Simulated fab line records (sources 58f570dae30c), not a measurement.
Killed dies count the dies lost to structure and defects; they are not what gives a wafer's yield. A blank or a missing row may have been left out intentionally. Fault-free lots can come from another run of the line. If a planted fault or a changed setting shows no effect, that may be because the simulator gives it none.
The same fault as seen by 2 desks | flow berkeley-cmos170 | every desk sees just its own numbers, and what lay behind them comes last

== THE TOOL OWNER'S DESK: furnace-01 ==
The tool's own readings at UCB170_SACOX_OXIDATION_01 (target thk 14.4 nm, ox time 2400 s): means of the sampled wafers that have a number, for each lot that ran on this tool. The brackets show how far a lot's mean lies from the usual mean; more than 4 standard deviations puts the lot out of limits, marked OUT.
Columns: A = ox-temp-c at UCB170_SACOX_OXIDATION_01, usual 900.0 C; B = ox-temp-c-max at UCB170_SACOX_OXIDATION_01, usual 904.5; C = spike-tc-load-C at UCB170_SACOX_OXIDATION_01, usual 926.0 C; D = tube-center-temp-C at UCB170_SACOX_OXIDATION_01, usual 900.02 C; E = tube_center_temp_C_max at UCB170_SACOX_OXIDATION_01, usual 902.3; F = zone-power-source-pct at UCB170_SACOX_OXIDATION_01, usual 28.7 %
lot  | first seen here | A     | B     | C     | D      | E     | F
L256 | day 7 22:32     | 899.6 | 903.5 | 928.6 | 900.05 | 902.5 | 25.7
L257 | day 7 22:32     | 900.0 | 903.3 | 927.9 | 899.95 | 902.3 | 25.7
L267 | day 10 04:40    | 900.1 | 903.8 | 929.3 | 900.00 | 902.1 | 25.6
This desk found nothing out of limits on any of the 3 lots.

== FROM THE METROLOGY DESK ==
Lot by lot, what the gauges showed, no matter which tool ran the lot: averages of those sampled wafers that carry a number. The brackets show how far a lot's mean lies from the usual mean; more than 4 standard deviations puts the lot out of limits, marked OUT.
Columns: A = NWELL_OXIDE_THK at UCB170_NWELL_THK_MEAS_02, usual 26.4 nm; B = NWELL_TW at UCB170_NWELL_TW_MEAS_16, usual 1252
lot  | first seen here | A    | B
L245 | day 2 01:51     | 26.0 | 1271
L246 | day 2 13:16     | 25.7 | 1273
L247 | day 2 18:17     | 27.3 | 1259
L250 | day 3 14:26     | 26.8 | 1262
L254 | day 4 06:06     | 26.7 | 1259
L255 | day 4 10:29     | 27.0 | 1264
L257 | day 4 20:50     | 26.5 | 1248
L256 | day 4 20:50     | 26.1 | 1267
L261 | day 5 18:24     | 26.4 | 1240
L263 | day 6 01:24     | 27.0 | 1237
L262 | day 6 01:25     | 27.0 | 1240
L264 | day 6 07:14     | 26.3 | 1241
L265 | day 6 11:28     | 25.9 | 1241
L267 | day 6 19:24     | 27.4 | 1242
This desk found nothing out of limits on any of the 14 lots.

== ALL TOGETHER ==
The tool owner's desk saw nothing out of limits.
From the metrology desk's view, nothing was out of limits.

== WHAT HAD BEEN PUT IN BY THE SIMULATOR ==
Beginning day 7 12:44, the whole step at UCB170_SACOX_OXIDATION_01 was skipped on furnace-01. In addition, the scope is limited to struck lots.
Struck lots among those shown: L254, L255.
